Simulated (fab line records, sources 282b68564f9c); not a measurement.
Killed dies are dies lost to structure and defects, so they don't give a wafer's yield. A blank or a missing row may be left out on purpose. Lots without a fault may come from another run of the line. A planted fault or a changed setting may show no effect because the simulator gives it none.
fab line records | flow rit_cmos
record lots=14 wafers=42 last_day=7
route steps=202 shown PSD@150 M1@202
lots that met no fault: from a run of the same line without faults
start_h: hours from the record's first day to the start of the lot's first wafer shown | wait_h: hours since the lot's step before | " the same as in the row above | L1.1+2: a row that stands for several wafers | - no value, or no start given | * or withheld: withheld | < > ~ a bound
route shown NAME@n: a module of which the file shows steps, and the number in the route of the first | usual: mean/standard deviation of fault-free wafers | same: alike in all rows | chamber/n: place in a boat | sites: the reading at each site | _std_site: their standard deviation | _edge_site: outer sites' mean less inner sites' | radius_mm: how far each site lies from the wafer's centre | mask NAME#n: copy n | behind: the tool/chamber that last shaped the wafer | hold: why the lot was held/for how many hours/how that ended | device: the transistor (n, p or np) that didn't switch | end of line: the same wafers' tests at the end of the route | a step without rows: its recipe alone | killed: dies lost to structure and defects at the first sort, not the wafer's yield | map: a wafer's dies, x killed, . not, _ none there
set.NAME: the setting as run; set.NAME@STEP: as run at that earlier step | model.NAME: the simulator's own value behind a step, which no gauge read
steps of the route over a sample of lots; a table a step, a row a wafer
services: from which hour (start_h, from the record's first day; less than 0 if before it) a tool's chamber was out of use, for how many hours, and why
## steps
# step RIT_PSD_IMPLANT_08
# recipe species=BF2 energy_kev=27 dose_cm2=5e+15 tilt_deg=7
# usual beam_energy_keV=26.999/0.0071
# columns lot.wafer tool chamber start_h wait_h beam_energy_keV
L641.1 implanter-02 0 52.46 0.1 27.000
L641.3 " 0 " " 26.994
L641.5 " 0 " " 27.013
L643.2 implanter-03 0 63.86 0.1 27.005
L643.3 " 0 " " 27.003
L643.5 " 0 " " 27.002
L644.1 implanter-01 0 65.37 0.1 27.003
L644.4 " 0 " " 26.983
L644.6 " 0 " " 26.992
L646.1 implanter-02 0 77.19 0.1 26.994
L646.2 " 0 " " 26.995
L646.5 " 0 " " 26.997
L647.1 implanter-03 0 80.27 0.1 26.996
L647.3 " 0 " " 27.000
L647.5 " 0 " " 26.996
L649.1 implanter-03 0 90.87 0.1 27.002
L649.4 " 0 " " 27.001
L649.5 " 0 " " 27.006
L650.3 implanter-02 0 93.90 0.1 26.992
L650.4 " 0 " " 27.004
L650.6 " 0 " " 26.996
L651.2 implanter-02 0 98.16 0.1 26.992
L651.4 " 0 " " 26.996
L651.6 " 0 " " 27.003
L655.3 implanter-02 0 121.03 0.1 29.509
L655.4 " 0 " " 29.508
L655.6 " 0 " " 29.499
L656.1 implanter-01 0 124.22 0.1 26.999
L656.2 " 0 " " 27.005
L656.6 " 0 " " 27.003
L660.1 implanter-02 0 145.79 0.1 29.519
L660.3 " 0 " " 29.505
L660.6 " 0 " " 29.513
L661.2 implanter-01 0 148.00 0.1 27.005
L661.3 " 0 " " 27.003
L661.5 " 0 " " 26.993
L662.1 implanter-01 0 153.99 0.1 27.003
L662.4 " 0 " " 26.999
L662.5 " 0 " " 27.003
L664.2 implanter-01 0 164.93 0.1 27.005
L664.4 " 0 " " 27.014
L664.6 " 0 " " 26.998
# step RIT_PSD_TW_MEAS_10
# usual PSD_TW=3397/28
# columns lot.wafer tool chamber start_h wait_h PSD_TW
L641.1 film_metro-02 - 52.78 0.1 3379
L641.3 " - " " 3389
L641.5 " - " " 3400
L643.2 film_metro-02 - 64.17 0.1 3398
L643.3 " - " " 3407
L643.5 " - " " 3415
L644.1 film_metro-02 - 65.70 0.1 3393
L644.4 " - " " 3380
L644.6 " - " " 3395
L646.1 film_metro-01 - 77.51 0.1 3436
L646.2 " - " " 3447
L646.5 " - " " 3438
L647.1 film_metro-01 - 80.60 0.1 3441
L647.3 " - " " 3464
L647.5 " - " " 3467
L649.1 film_metro-02 - 91.19 0.1 3393
L649.4 " - " " 3390
L649.5 " - " " 3395
L650.3 film_metro-03 - 94.20 0.1 3396
L650.4 " - " " 3400
L650.6 " - " " 3399
L651.2 film_metro-01 - 98.47 0.1 3456
L651.4 " - " " 3446
L651.6 " - " " 3446
L655.3 film_metro-03 - 121.32 0.1 3454
L655.4 " - " " 3452
L655.6 " - " " 3458
L656.1 film_metro-02 - 124.55 0.1 3407
L656.2 " - " " 3400
L656.6 " - " " 3398
L660.1 film_metro-02 - 146.11 0.1 3495
L660.3 " - " " 3485
L660.6 " - " " 3478
L661.2 film_metro-02 - 148.31 0.1 3377
L661.3 " - " " 3392
L661.5 " - " " 3384
L662.1 film_metro-03 - 154.32 0.1 3367
L662.4 " - " " 3373
L662.5 " - " " 3375
L664.2 film_metro-03 - 165.24 0.1 3358
L664.4 " - " " 3367
L664.6 " - " " 3356
# step RIT_SDANNEAL_RS_MEAS_04
# recipe thk_meas_gauge=four-point-probe
# usual PSD_RS=115.93/0.25
# columns lot.wafer tool chamber start_h wait_h PSD_RS[ohm/sq]
L641.1 film_metro-01 - 53.27 0.0 116.10
L641.3 " - " " 115.70
L641.5 " - " " 115.61
L643.2 film_metro-02 - 64.68 0.1 115.92
L643.3 " - " " 115.87
L643.5 " - " " 115.89
L644.1 film_metro-01 - 66.20 0.0 115.94
L644.4 " - " " 115.72
L644.6 " - " " 115.97
L646.1 film_metro-03 - 78.00 0.0 115.98
L646.2 " - " " 115.54
L646.5 " - " " 115.87
L647.1 film_metro-03 - 81.16 0.1 115.88
L647.3 " - " " 116.22
L647.5 " - " " 116.03
L649.1 film_metro-02 - 91.71 0.0 115.92
L649.4 " - " " 116.09
L649.5 " - " " 116.09
L650.3 film_metro-02 - 94.73 0.1 116.36
L650.4 " - " " 116.32
L650.6 " - " " 116.82
L651.2 film_metro-02 - 98.98 0.1 115.65
L651.4 " - " " 116.08
L651.6 " - " " 116.11
L655.3 film_metro-03 - 121.83 0.1 111.01
L655.4 " - " " 110.93
L655.6 " - " " 110.50
L656.1 film_metro-01 - 125.09 0.1 116.20
L656.2 " - " " 115.75
L656.6 " - " " 115.66
L660.1 film_metro-01 - 146.65 0.0 110.93
L660.3 " - " " 110.70
L660.6 " - " " 110.58
L661.2 film_metro-03 - 148.81 0.1 115.55
L661.3 " - " " 115.65
L661.5 " - " " 115.52
L662.1 film_metro-03 - 154.82 0.0 115.69
L662.4 " - " " 115.85
L662.5 " - " " 115.95
L664.2 film_metro-02 - 165.76 0.1 115.96
L664.4 " - " " 115.94
L664.6 " - " " 116.12
# step RIT_M1_PROBE_99
# usual killed_at_M0_to_M3=0.0/0.12 killed_at_contacts=0.1/0.31 killed_at_front_end=7/3.2 killed_dies=7/3.2 killed_open=3.6/2.1 killed_short=3.5/2.1
# same gross_dies=264 killed_at_M4_up=0 killed_at_back_side=0 killed_at_other=0
# columns lot.wafer tool chamber start_h wait_h killed_at_M0_to_M3 killed_at_contacts killed_at_front_end killed_dies killed_open killed_short
L656.1 prober-01 - 132.82 0.1 0 0 3 3 1 2
L656.2 prober-01 - 132.87 0.1 0 0 8 8 4 4
L656.6 prober-01 - 133.07 0.2 0 0 7 7 5 2
# killed by level:class
L656.1 GATE:geometric_particle:short=2 FOX1:geometric_particle:open=1
L656.2 GATE:geometric_particle:open=3 FOX1:geometric_particle:open=1 FOX1:geometric_particle:short=1 FOX2:geometric_particle:short=1 GATE:geometric_particle:short=1 SPACER:geometric_particle:short=1
L656.6 GATE:geometric_particle:open=4 GATE:geometric_particle:short=1 SILICIDE:geometric_particle:open=1 SILICIDE:geometric_particle:short=1
## services
# columns tool chamber start_h hours kind
implanter-03 - 115.19 9.1 pm
implanter-03 - 131.97 2.2 repair
implanter-03 - 134.20 3.1 pm
implanter-03 - 154.32 0.6 repair
implanter-02 - 162.48 2.0 pm
## key
first_sign step=RIT_PSD_IMPLANT_08 reading=beam_energy_keV direction=up sigmas=99+ usual=26.999 struck=29.509
effect step=RIT_PSD_TW_MEAS_10 reading=PSD_TW direction=up sigmas=2.6 usual=3397 struck=3470
effect step=RIT_SDANNEAL_RS_MEAS_04 reading=PSD_RS direction=down sigmas=21 usual=115.93 struck=110.78
met_at RIT_PSD_IMPLANT_08
struck_lots L655,L660
tester_left_out L655,L660
onset_between 98.16 121.03
fault kind=process_parameter_drift tool=implanter-02 chamber=- onset_h=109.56 steps=RIT_PSD_IMPLANT_08 channel=energy_kev offset=2.5106 shape=step end_h=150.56 acts_in=these_recipes_only stated=27
# tester_left_out: of these lots the tester's yield and bins aren't shown, on N5 and GAA mostly nor the transistor test; their killed dies are dies lost to structure and defects alone, not to doping, threshold or leakage, so they don't give the yield
